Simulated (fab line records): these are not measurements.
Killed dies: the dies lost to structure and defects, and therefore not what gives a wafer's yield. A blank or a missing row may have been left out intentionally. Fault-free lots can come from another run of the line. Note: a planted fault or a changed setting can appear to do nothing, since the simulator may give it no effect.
fab line records :: flow berkeleyCmos170
record
  lots=15
  wafers=45
  lastDay=14
route steps=331 shown ACTIVE@74 SACOX@99 NVT@108 PVT@121
lots that met no fault: from a run of the same line without faults
startH: the number of hours between the record's first day and the start of the first shown wafer of the lot :: waitH: hours since the lot's step before :: " the same as in the row above :: L1.1+2: a single row standing in for several wafers :: - either no value or no given start :: * or withheld: withheld :: < > ~ a bound
route shown NAME@n: NAME is a module with steps in the file, n the number in the route of the first one :: usual: mean and standard deviation over wafers with no fault :: same: alike in all rows :: chamber/n: place in a boat :: sites: the reading at each site :: _std_site: the values' standard deviation :: _edge_site: outer sites' mean less inner sites' :: radiusMm: for every site, how far away it sits from the centre of the wafer :: mask NAME#n: copy n :: behind: the tool/chamber that last shaped the wafer :: hold: why the lot went on hold/how many hours it stayed there/how the hold came to an end :: device: transistor that didn't switch, given as n, p or np :: end of line: tests run on the same wafers once the route is complete :: step lacking rows: just its recipe :: killed: dies lost to structure and defects at the first sort, not the wafer's yield :: map: per-die view of a wafer (x killed, . not killed, _ where there is no die)
set.NAME: the setting that was run; set.NAME@STEP: the one run at that earlier step :: model.NAME: the simulator's own value behind a step, which no gauge read
one table for each step of the route and one row for each wafer, over a sample of lots
## steps
# step UCB170_ACTIVE_OVL_MEAS_14
# usual
  ACTIVE_OVL=1/5.3
lot.wafer: L470.3
tool: overlay-02
chamber: -
startH: 101.44
waitH: 0.1
ACTIVE_OVL[nm]: 0

lot.wafer: L470.4
tool: overlay-02
chamber: -
startH: 101.44
waitH: 0.1
ACTIVE_OVL[nm]: -8

lot.wafer: L470.6
tool: overlay-02
chamber: -
startH: 101.44
waitH: 0.1
ACTIVE_OVL[nm]: -6

lot.wafer: L471.1
tool: overlay-02
chamber: -
startH: 107.13
waitH: 0.1
ACTIVE_OVL[nm]: -3

lot.wafer: L471.5
tool: overlay-02
chamber: -
startH: 107.13
waitH: 0.1
ACTIVE_OVL[nm]: -2

lot.wafer: L471.6
tool: overlay-02
chamber: -
startH: 107.13
waitH: 0.1
ACTIVE_OVL[nm]: -1

lot.wafer: L474.4
tool: overlay-02
chamber: -
startH: 115.16
waitH: 0.1
ACTIVE_OVL[nm]: 0

lot.wafer: L474.5
tool: overlay-02
chamber: -
startH: 115.16
waitH: 0.1
ACTIVE_OVL[nm]: 10

lot.wafer: L474.6
tool: overlay-02
chamber: -
startH: 115.16
waitH: 0.1
ACTIVE_OVL[nm]: 5

lot.wafer: L477.1
tool: overlay-01
chamber: -
startH: 138.55
waitH: 0.1
ACTIVE_OVL[nm]: -5

lot.wafer: L477.3
tool: overlay-01
chamber: -
startH: 138.55
waitH: 0.1
ACTIVE_OVL[nm]: 7

lot.wafer: L477.6
tool: overlay-01
chamber: -
startH: 138.55
waitH: 0.1
ACTIVE_OVL[nm]: -11

lot.wafer: L478.1
tool: overlay-02
chamber: -
startH: 146.39
waitH: 0.1
ACTIVE_OVL[nm]: -1

lot.wafer: L478.3
tool: overlay-02
chamber: -
startH: 146.39
waitH: 0.1
ACTIVE_OVL[nm]: -6

lot.wafer: L478.5
tool: overlay-02
chamber: -
startH: 146.39
waitH: 0.1
ACTIVE_OVL[nm]: -10

lot.wafer: L480.2
tool: overlay-02
chamber: -
startH: 146.67
waitH: 0.1
ACTIVE_OVL[nm]: 4

lot.wafer: L480.4
tool: overlay-02
chamber: -
startH: 146.67
waitH: 0.1
ACTIVE_OVL[nm]: 1

lot.wafer: L480.5
tool: overlay-02
chamber: -
startH: 146.67
waitH: 0.1
ACTIVE_OVL[nm]: 4

lot.wafer: L481.2
tool: overlay-01
chamber: -
startH: 158.24
waitH: 0.1
ACTIVE_OVL[nm]: 5

lot.wafer: L481.3
tool: overlay-01
chamber: -
startH: 158.24
waitH: 0.1
ACTIVE_OVL[nm]: -2

lot.wafer: L481.5
tool: overlay-01
chamber: -
startH: 158.24
waitH: 0.1
ACTIVE_OVL[nm]: 2

lot.wafer: L482.2
tool: overlay-01
chamber: -
startH: 158.52
waitH: 0.1
ACTIVE_OVL[nm]: -1

lot.wafer: L482.3
tool: overlay-01
chamber: -
startH: 158.52
waitH: 0.1
ACTIVE_OVL[nm]: 1

lot.wafer: L482.6
tool: overlay-01
chamber: -
startH: 158.52
waitH: 0.1
ACTIVE_OVL[nm]: -1

lot.wafer: L486.2
tool: overlay-01
chamber: -
startH: 181.47
waitH: 0.1
ACTIVE_OVL[nm]: 3

lot.wafer: L486.4
tool: overlay-01
chamber: -
startH: 181.47
waitH: 0.1
ACTIVE_OVL[nm]: 0

lot.wafer: L486.6
tool: overlay-01
chamber: -
startH: 181.47
waitH: 0.1
ACTIVE_OVL[nm]: -3

lot.wafer: L487.1
tool: overlay-02
chamber: -
startH: 192.49
waitH: 0.1
ACTIVE_OVL[nm]: 0

lot.wafer: L487.4
tool: overlay-02
chamber: -
startH: 192.49
waitH: 0.1
ACTIVE_OVL[nm]: -1

lot.wafer: L487.5
tool: overlay-02
chamber: -
startH: 192.49
waitH: 0.1
ACTIVE_OVL[nm]: 0

lot.wafer: L489.2
tool: overlay-01
chamber: -
startH: 205.30
waitH: 0.1
ACTIVE_OVL[nm]: 6

lot.wafer: L489.5
tool: overlay-01
chamber: -
startH: 205.30
waitH: 0.1
ACTIVE_OVL[nm]: 7

lot.wafer: L489.6
tool: overlay-01
chamber: -
startH: 205.30
waitH: 0.1
ACTIVE_OVL[nm]: 5

lot.wafer: L488.2
tool: overlay-02
chamber: -
startH: 205.54
waitH: 0.1
ACTIVE_OVL[nm]: 2

lot.wafer: L488.4
tool: overlay-02
chamber: -
startH: 205.54
waitH: 0.1
ACTIVE_OVL[nm]: 2

lot.wafer: L488.5
tool: overlay-02
chamber: -
startH: 205.54
waitH: 0.1
ACTIVE_OVL[nm]: -1

lot.wafer: L490.1
tool: overlay-01
chamber: -
startH: 215.50
waitH: 0.1
ACTIVE_OVL[nm]: 2

lot.wafer: L490.3
tool: overlay-01
chamber: -
startH: 215.50
waitH: 0.1
ACTIVE_OVL[nm]: 5

lot.wafer: L490.5
tool: overlay-01
chamber: -
startH: 215.50
waitH: 0.1
ACTIVE_OVL[nm]: 11

lot.wafer: L491.1
tool: overlay-02
chamber: -
startH: 215.90
waitH: 0.1
ACTIVE_OVL[nm]: -5

lot.wafer: L491.3
tool: overlay-02
chamber: -
startH: 215.90
waitH: 0.1
ACTIVE_OVL[nm]: 4

lot.wafer: L491.4
tool: overlay-02
chamber: -
startH: 215.90
waitH: 0.1
ACTIVE_OVL[nm]: -2

lot.wafer: L492.1
tool: overlay-02
chamber: -
startH: 222.15
waitH: 0.1
ACTIVE_OVL[nm]: 3

lot.wafer: L492.3
tool: overlay-02
chamber: -
startH: 222.15
waitH: 0.1
ACTIVE_OVL[nm]: -2

lot.wafer: L492.5
tool: overlay-02
chamber: -
startH: 222.15
waitH: 0.1
ACTIVE_OVL[nm]: 2
# step UCB170_SACOX_THK_MEAS_02
# recipe
  reads=SiO2_of_SACOX_OXIDATION_01
# usual
  SACOX_OXIDE_THK=14.52/0.22
lot.wafer: L470.3
tool: filmMetro-01
chamber: -
startH: 133.03
waitH: 0.0
SACOX_OXIDE_THK[nm]: 14.74

lot.wafer: L470.4
tool: filmMetro-01
chamber: -
startH: 133.03
waitH: 0.0
SACOX_OXIDE_THK[nm]: 14.68

lot.wafer: L470.6
tool: filmMetro-01
chamber: -
startH: 133.03
waitH: 0.0
SACOX_OXIDE_THK[nm]: 14.75

lot.wafer: L471.1
tool: filmMetro-03
chamber: -
startH: 141.53
waitH: 0.0
SACOX_OXIDE_THK[nm]: 14.70

lot.wafer: L471.5
tool: filmMetro-03
chamber: -
startH: 141.53
waitH: 0.0
SACOX_OXIDE_THK[nm]: 14.76

lot.wafer: L471.6
tool: filmMetro-03
chamber: -
startH: 141.53
waitH: 0.0
SACOX_OXIDE_THK[nm]: 14.91

lot.wafer: L474.4
tool: filmMetro-03
chamber: -
startH: 149.45
waitH: 0.0
SACOX_OXIDE_THK[nm]: 14.43

lot.wafer: L474.5
tool: filmMetro-03
chamber: -
startH: 149.45
waitH: 0.0
SACOX_OXIDE_THK[nm]: 14.17

lot.wafer: L474.6
tool: filmMetro-03
chamber: -
startH: 149.45
waitH: 0.0
SACOX_OXIDE_THK[nm]: 14.26

lot.wafer: L477.1
tool: filmMetro-01
chamber: -
startH: 163.09
waitH: 0.0
SACOX_OXIDE_THK[nm]: 14.41

lot.wafer: L477.3
tool: filmMetro-01
chamber: -
startH: 163.09
waitH: 0.0
SACOX_OXIDE_THK[nm]: 14.50

lot.wafer: L477.6
tool: filmMetro-01
chamber: -
startH: 163.09
waitH: 0.0
SACOX_OXIDE_THK[nm]: 14.37

lot.wafer: L478.1
tool: filmMetro-03
chamber: -
startH: 174.87
waitH: 0.0
SACOX_OXIDE_THK[nm]: 14.43

lot.wafer: L478.3
tool: filmMetro-03
chamber: -
startH: 174.87
waitH: 0.0
SACOX_OXIDE_THK[nm]: 14.22

lot.wafer: L478.5
tool: filmMetro-03
chamber: -
startH: 174.87
waitH: 0.0
SACOX_OXIDE_THK[nm]: 14.22

lot.wafer: L480.2
tool: filmMetro-02
chamber: -
startH: 174.88
waitH: 0.0
SACOX_OXIDE_THK[nm]: 14.31

lot.wafer: L480.4
tool: filmMetro-02
chamber: -
startH: 174.88
waitH: 0.0
SACOX_OXIDE_THK[nm]: 14.35

lot.wafer: L480.5
tool: filmMetro-02
chamber: -
startH: 174.88
waitH: 0.0
SACOX_OXIDE_THK[nm]: 14.21

lot.wafer: L481.2
tool: filmMetro-02
chamber: -
startH: 182.36
waitH: 0.0
SACOX_OXIDE_THK[nm]: 14.52

lot.wafer: L481.3
tool: filmMetro-02
chamber: -
startH: 182.36
waitH: 0.0
SACOX_OXIDE_THK[nm]: 14.49

lot.wafer: L481.5
tool: filmMetro-02
chamber: -
startH: 182.36
waitH: 0.0
SACOX_OXIDE_THK[nm]: 14.57

lot.wafer: L482.2
tool: filmMetro-03
chamber: -
startH: 182.36
waitH: 0.0
SACOX_OXIDE_THK[nm]: 14.61

lot.wafer: L482.3
tool: filmMetro-03
chamber: -
startH: 182.36
waitH: 0.0
SACOX_OXIDE_THK[nm]: 14.57

lot.wafer: L482.6
tool: filmMetro-03
chamber: -
startH: 182.36
waitH: 0.0
SACOX_OXIDE_THK[nm]: 14.65

lot.wafer: L486.2
tool: filmMetro-03
chamber: -
startH: 211.32
waitH: 0.0
SACOX_OXIDE_THK[nm]: 14.45

lot.wafer: L486.4
tool: filmMetro-03
chamber: -
startH: 211.32
waitH: 0.0
SACOX_OXIDE_THK[nm]: 14.49

lot.wafer: L486.6
tool: filmMetro-03
chamber: -
startH: 211.32
waitH: 0.0
SACOX_OXIDE_THK[nm]: 14.23

lot.wafer: L487.1
tool: filmMetro-01
chamber: -
startH: 220.46
waitH: 0.0
SACOX_OXIDE_THK[nm]: 14.57

lot.wafer: L487.4
tool: filmMetro-01
chamber: -
startH: 220.46
waitH: 0.0
SACOX_OXIDE_THK[nm]: 14.57

lot.wafer: L487.5
tool: filmMetro-01
chamber: -
startH: 220.46
waitH: 0.0
SACOX_OXIDE_THK[nm]: 14.51

lot.wafer: L489.2
tool: filmMetro-01
chamber: -
startH: 233.77
waitH: 0.0
SACOX_OXIDE_THK[nm]: 14.25

lot.wafer: L489.5
tool: filmMetro-01
chamber: -
startH: 233.77
waitH: 0.0
SACOX_OXIDE_THK[nm]: 14.10

lot.wafer: L489.6
tool: filmMetro-01
chamber: -
startH: 233.77
waitH: 0.0
SACOX_OXIDE_THK[nm]: 14.36

lot.wafer: L488.2
tool: filmMetro-03
chamber: -
startH: 233.80
waitH: 0.0
SACOX_OXIDE_THK[nm]: 14.32

lot.wafer: L488.4
tool: filmMetro-03
chamber: -
startH: 233.80
waitH: 0.0
SACOX_OXIDE_THK[nm]: 14.49

lot.wafer: L488.5
tool: filmMetro-03
chamber: -
startH: 233.80
waitH: 0.0
SACOX_OXIDE_THK[nm]: 14.53

lot.wafer: L490.1
tool: filmMetro-03
chamber: -
startH: 240.93
waitH: 0.0
SACOX_OXIDE_THK[nm]: 14.57

lot.wafer: L490.3
tool: filmMetro-03
chamber: -
startH: 240.93
waitH: 0.0
SACOX_OXIDE_THK[nm]: 14.54

lot.wafer: L490.5
tool: filmMetro-03
chamber: -
startH: 240.93
waitH: 0.0
SACOX_OXIDE_THK[nm]: 14.59

lot.wafer: L491.1
tool: filmMetro-02
chamber: -
startH: 240.98
waitH: 0.0
SACOX_OXIDE_THK[nm]: 14.42

lot.wafer: L491.3
tool: filmMetro-02
chamber: -
startH: 240.98
waitH: 0.0
SACOX_OXIDE_THK[nm]: 14.34

lot.wafer: L491.4
tool: filmMetro-02
chamber: -
startH: 240.98
waitH: 0.0
SACOX_OXIDE_THK[nm]: 14.42

lot.wafer: L492.1
tool: filmMetro-03
chamber: -
startH: 248.00
waitH: 0.1
SACOX_OXIDE_THK[nm]: 14.80

lot.wafer: L492.3
tool: filmMetro-03
chamber: -
startH: 248.00
waitH: 0.1
SACOX_OXIDE_THK[nm]: 14.60

lot.wafer: L492.5
tool: filmMetro-03
chamber: -
startH: 248.00
waitH: 0.1
SACOX_OXIDE_THK[nm]: 14.47
# step UCB170_NVT_PEB_04
# recipe
  pebTempC=130
  pebTimeS=withheld
  resist=KrF
# usual
  chillPlateTempC=23.00/0.12
  exhaustPa=45.1/0.74
lot.wafer: L470.3
tool: lithoTrack-03
chamber: 0
startH: 146.55
waitH: 0.1
chillPlateTempC: 23.03
exhaustPa: 45.1

lot.wafer: L470.4
tool: lithoTrack-03
chamber: 0
startH: 146.55
waitH: 0.1
chillPlateTempC: 22.98
exhaustPa: 45.1

lot.wafer: L470.6
tool: lithoTrack-03
chamber: 0
startH: 146.55
waitH: 0.1
chillPlateTempC: 22.87
exhaustPa: 45.5

lot.wafer: L471.1
tool: lithoTrack-01
chamber: 0
startH: 153.93
waitH: 0.2
chillPlateTempC: 22.93
exhaustPa: 44.4

lot.wafer: L471.5
tool: lithoTrack-01
chamber: 0
startH: 153.93
waitH: 0.2
chillPlateTempC: 23.00
exhaustPa: 46.2

lot.wafer: L471.6
tool: lithoTrack-01
chamber: 0
startH: 153.93
waitH: 0.2
chillPlateTempC: 23.02
exhaustPa: 45.4

lot.wafer: L474.4
tool: lithoTrack-03
chamber: 0
startH: 164.65
waitH: 0.1
chillPlateTempC: 22.83
exhaustPa: 44.4

lot.wafer: L474.5
tool: lithoTrack-03
chamber: 0
startH: 164.65
waitH: 0.1
chillPlateTempC: 22.91
exhaustPa: 44.5

lot.wafer: L474.6
tool: lithoTrack-03
chamber: 0
startH: 164.65
waitH: 0.1
chillPlateTempC: 22.89
exhaustPa: 45.0

lot.wafer: L477.1
tool: lithoTrack-04
chamber: 0
startH: 175.49
waitH: 0.1
chillPlateTempC: 22.84
exhaustPa: 45.9

lot.wafer: L477.3
tool: lithoTrack-04
chamber: 0
startH: 175.49
waitH: 0.1
chillPlateTempC: 23.16
exhaustPa: 47.2

lot.wafer: L477.6
tool: lithoTrack-04
chamber: 0
startH: 175.49
waitH: 0.1
chillPlateTempC: 23.08
exhaustPa: 45.8

lot.wafer: L478.1
tool: lithoTrack-03
chamber: 0
startH: 186.56
waitH: 0.1
chillPlateTempC: 23.06
exhaustPa: 44.9

lot.wafer: L478.3
tool: lithoTrack-03
chamber: 0
startH: 186.56
waitH: 0.1
chillPlateTempC: 23.05
exhaustPa: 44.7

lot.wafer: L478.5
tool: lithoTrack-03
chamber: 0
startH: 186.56
waitH: 0.1
chillPlateTempC: 23.14
exhaustPa: 45.6

lot.wafer: L480.2
tool: lithoTrack-04
chamber: -
startH: 186.83
waitH: 0.1
chillPlateTempC: -
exhaustPa: -

lot.wafer: L480.4
tool: lithoTrack-04
chamber: -
startH: 186.83
waitH: 0.1
chillPlateTempC: -
exhaustPa: -

lot.wafer: L480.5
tool: lithoTrack-04
chamber: -
startH: 186.83
waitH: 0.1
chillPlateTempC: -
exhaustPa: -

lot.wafer: L482.2
tool: lithoTrack-04
chamber: -
startH: 195.77
waitH: 0.1
chillPlateTempC: -
exhaustPa: -

lot.wafer: L482.3
tool: lithoTrack-04
chamber: -
startH: 195.77
waitH: 0.1
chillPlateTempC: -
exhaustPa: -

lot.wafer: L482.6
tool: lithoTrack-04
chamber: -
startH: 195.77
waitH: 0.1
chillPlateTempC: -
exhaustPa: -

lot.wafer: L481.2
tool: lithoTrack-03
chamber: -
startH: 196.01
waitH: 0.1
chillPlateTempC: -
exhaustPa: -

lot.wafer: L481.3
tool: lithoTrack-03
chamber: -
startH: 196.01
waitH: 0.1
chillPlateTempC: -
exhaustPa: -

lot.wafer: L481.5
tool: lithoTrack-03
chamber: -
startH: 196.01
waitH: 0.1
chillPlateTempC: -
exhaustPa: -

lot.wafer: L486.2
tool: lithoTrack-03
chamber: 0
startH: 225.64
waitH: 0.7
chillPlateTempC: 22.87
exhaustPa: 44.9

lot.wafer: L486.4
tool: lithoTrack-03
chamber: 0
startH: 225.64
waitH: 0.7
chillPlateTempC: 22.83
exhaustPa: 45.9

lot.wafer: L486.6
tool: lithoTrack-03
chamber: 0
startH: 225.64
waitH: 0.7
chillPlateTempC: 22.96
exhaustPa: 44.8

lot.wafer: L487.1
tool: lithoTrack-04
chamber: 0
startH: 235.22
waitH: 0.7
chillPlateTempC: 23.27
exhaustPa: 45.9

lot.wafer: L487.4
tool: lithoTrack-04
chamber: 0
startH: 235.22
waitH: 0.7
chillPlateTempC: 23.11
exhaustPa: 46.4

lot.wafer: L487.5
tool: lithoTrack-04
chamber: 0
startH: 235.22
waitH: 0.7
chillPlateTempC: 23.14
exhaustPa: 45.2

lot.wafer: L488.2
tool: lithoTrack-04
chamber: 0
startH: 243.16
waitH: 0.1
chillPlateTempC: 23.08
exhaustPa: 44.9

lot.wafer: L488.4
tool: lithoTrack-04
chamber: 0
startH: 243.16
waitH: 0.1
chillPlateTempC: 23.19
exhaustPa: 44.7

lot.wafer: L488.5
tool: lithoTrack-04
chamber: 0
startH: 243.16
waitH: 0.1
chillPlateTempC: 23.22
exhaustPa: 44.9

lot.wafer: L489.2
tool: lithoTrack-03
chamber: 0
startH: 243.53
waitH: 0.3
chillPlateTempC: 23.02
exhaustPa: 44.8

lot.wafer: L489.5
tool: lithoTrack-03
chamber: 0
startH: 243.53
waitH: 0.3
chillPlateTempC: 22.98
exhaustPa: 44.2

lot.wafer: L489.6
tool: lithoTrack-03
chamber: 0
startH: 243.53
waitH: 0.3
chillPlateTempC: 23.00
exhaustPa: 45.1

lot.wafer: L490.1
tool: lithoTrack-01
chamber: 0
startH: 255.47
waitH: 0.4
chillPlateTempC: 22.93
exhaustPa: 46.1

lot.wafer: L490.3
tool: lithoTrack-01
chamber: 0
startH: 255.47
waitH: 0.4
chillPlateTempC: 22.97
exhaustPa: 45.1

lot.wafer: L490.5
tool: lithoTrack-01
chamber: 0
startH: 255.47
waitH: 0.4
chillPlateTempC: 22.89
exhaustPa: 46.3

lot.wafer: L491.1
tool: lithoTrack-01
chamber: 0
startH: 255.74
waitH: 0.4
chillPlateTempC: 22.88
exhaustPa: 45.1

lot.wafer: L491.3
tool: lithoTrack-01
chamber: 0
startH: 255.74
waitH: 0.4
chillPlateTempC: 22.90
exhaustPa: 45.2

lot.wafer: L491.4
tool: lithoTrack-01
chamber: 0
startH: 255.74
waitH: 0.4
chillPlateTempC: 22.99
exhaustPa: 44.5

lot.wafer: L492.1
tool: lithoTrack-04
chamber: 0
startH: 260.21
waitH: 0.5
chillPlateTempC: 23.13
exhaustPa: 45.8

lot.wafer: L492.3
tool: lithoTrack-04
chamber: 0
startH: 260.21
waitH: 0.5
chillPlateTempC: 23.20
exhaustPa: 45.7

lot.wafer: L492.5
tool: lithoTrack-04
chamber: 0
startH: 260.21
waitH: 0.5
chillPlateTempC: 23.14
exhaustPa: 46.4
# step UCB170_PVT_OVL_MEAS_06
# usual
  PVT_OVL=-1/5.5
lot.wafer: L470.3
tool: overlay-02
chamber: -
startH: 149.98
waitH: -
PVT_OVL[nm]: 12

lot.wafer: L470.4
tool: overlay-02
chamber: -
startH: 149.98
waitH: -
PVT_OVL[nm]: 0

lot.wafer: L470.6
tool: overlay-02
chamber: -
startH: 149.98
waitH: -
PVT_OVL[nm]: -1

lot.wafer: L471.1
tool: overlay-02
chamber: -
startH: 157.77
waitH: -
PVT_OVL[nm]: -1

lot.wafer: L471.5
tool: overlay-02
chamber: -
startH: 157.77
waitH: -
PVT_OVL[nm]: -4

lot.wafer: L471.6
tool: overlay-02
chamber: -
startH: 157.77
waitH: -
PVT_OVL[nm]: 1

lot.wafer: L474.4
tool: overlay-01
chamber: -
startH: 169.21
waitH: -
PVT_OVL[nm]: -3

lot.wafer: L474.5
tool: overlay-01
chamber: -
startH: 169.21
waitH: -
PVT_OVL[nm]: -3

lot.wafer: L474.6
tool: overlay-01
chamber: -
startH: 169.21
waitH: -
PVT_OVL[nm]: -7

lot.wafer: L477.1
tool: overlay-02
chamber: -
startH: 177.63
waitH: -
PVT_OVL[nm]: -1

lot.wafer: L477.3
tool: overlay-02
chamber: -
startH: 177.63
waitH: -
PVT_OVL[nm]: -3

lot.wafer: L477.6
tool: overlay-02
chamber: -
startH: 177.63
waitH: -
PVT_OVL[nm]: 2

lot.wafer: L478.1
tool: overlay-01
chamber: -
startH: 189.02
waitH: -
PVT_OVL[nm]: 3

lot.wafer: L478.3
tool: overlay-01
chamber: -
startH: 189.02
waitH: -
PVT_OVL[nm]: 0

lot.wafer: L478.5
tool: overlay-01
chamber: -
startH: 189.02
waitH: -
PVT_OVL[nm]: 1

lot.wafer: L480.2
tool: overlay-02
chamber: -
startH: 189.09
waitH: -
PVT_OVL[nm]: -7

lot.wafer: L480.4
tool: overlay-02
chamber: -
startH: 189.09
waitH: -
PVT_OVL[nm]: -15

lot.wafer: L480.5
tool: overlay-02
chamber: -
startH: 189.09
waitH: -
PVT_OVL[nm]: -12

lot.wafer: L482.2
tool: overlay-02
chamber: -
startH: 200.28
waitH: -
PVT_OVL[nm]: 1

lot.wafer: L482.3
tool: overlay-02
chamber: -
startH: 200.28
waitH: -
PVT_OVL[nm]: 0

lot.wafer: L482.6
tool: overlay-02
chamber: -
startH: 200.28
waitH: -
PVT_OVL[nm]: -1

lot.wafer: L481.2
tool: overlay-01
chamber: -
startH: 200.80
waitH: -
PVT_OVL[nm]: 0

lot.wafer: L481.3
tool: overlay-01
chamber: -
startH: 200.80
waitH: -
PVT_OVL[nm]: 0

lot.wafer: L481.5
tool: overlay-01
chamber: -
startH: 200.80
waitH: -
PVT_OVL[nm]: -3

lot.wafer: L486.2
tool: overlay-02
chamber: -
startH: 227.57
waitH: -
PVT_OVL[nm]: -6

lot.wafer: L486.4
tool: overlay-02
chamber: -
startH: 227.57
waitH: -
PVT_OVL[nm]: -4

lot.wafer: L486.6
tool: overlay-02
chamber: -
startH: 227.57
waitH: -
PVT_OVL[nm]: -4

lot.wafer: L487.1
tool: overlay-02
chamber: -
startH: 238.09
waitH: -
PVT_OVL[nm]: 6

lot.wafer: L487.4
tool: overlay-02
chamber: -
startH: 238.09
waitH: -
PVT_OVL[nm]: 5

lot.wafer: L487.5
tool: overlay-02
chamber: -
startH: 238.09
waitH: -
PVT_OVL[nm]: 9

lot.wafer: L488.2
tool: overlay-02
chamber: -
startH: 245.07
waitH: -
PVT_OVL[nm]: -1

lot.wafer: L488.4
tool: overlay-02
chamber: -
startH: 245.07
waitH: -
PVT_OVL[nm]: -3

lot.wafer: L488.5
tool: overlay-02
chamber: -
startH: 245.07
waitH: -
PVT_OVL[nm]: 2

lot.wafer: L489.2
tool: overlay-02
chamber: -
startH: 245.62
waitH: -
PVT_OVL[nm]: -4

lot.wafer: L489.5
tool: overlay-02
chamber: -
startH: 245.62
waitH: -
PVT_OVL[nm]: -7

lot.wafer: L489.6
tool: overlay-02
chamber: -
startH: 245.62
waitH: -
PVT_OVL[nm]: -6

lot.wafer: L490.1
tool: overlay-01
chamber: -
startH: 260.76
waitH: -
PVT_OVL[nm]: 0

lot.wafer: L490.3
tool: overlay-01
chamber: -
startH: 260.76
waitH: -
PVT_OVL[nm]: 4

lot.wafer: L490.5
tool: overlay-01
chamber: -
startH: 260.76
waitH: -
PVT_OVL[nm]: -1

lot.wafer: L491.1
tool: overlay-01
chamber: -
startH: 260.89
waitH: -
PVT_OVL[nm]: -5

lot.wafer: L491.3
tool: overlay-01
chamber: -
startH: 260.89
waitH: -
PVT_OVL[nm]: -8

lot.wafer: L491.4
tool: overlay-01
chamber: -
startH: 260.89
waitH: -
PVT_OVL[nm]: -3

lot.wafer: L492.1
tool: overlay-02
chamber: -
startH: 265.06
waitH: -
PVT_OVL[nm]: 4

lot.wafer: L492.3
tool: overlay-02
chamber: -
startH: 265.06
waitH: -
PVT_OVL[nm]: 1

lot.wafer: L492.5
tool: overlay-02
chamber: -
startH: 265.06
waitH: -
PVT_OVL[nm]: 2
## key
firstSign
  step=UCB170_NVT_PEB_04
  reading=toolRecord
  direction=missing
effect none on later readings
metAt UCB170_NVT_PEB_04
struckLots L480,L481,L482
sortLeftOut L480.2,L480.4,L480.5,L481.2,L481.3,L481.5,L482.2,L482.3,L482.6
testerLeftOut L480,L481,L482
notActingAt UCB170_ACTIVE_OVL_MEAS_14,UCB170_SACOX_THK_MEAS_02,UCB170_PVT_OVL_MEAS_06
onsetBetween 186.56 186.83
fault
  kind=skippedStepWhole
  tool=lithoTrack-03,lithoTrack-04
  chamber=-
  onsetH=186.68
  steps=UCB170_NVT_PEB_04
  scope=struckLotsOnly
# testerLeftOut: of these lots the tester's yield and bins aren't shown, on N5 and GAA mostly nor the transistor test; their killed dies are dies lost to structure and defects alone, not to doping, threshold or leakage, so they don't give the yield
# sortLeftOut: the simulated sort isn't trusted on such a fault, so these wafers' sort isn't shown, and their yield isn't known
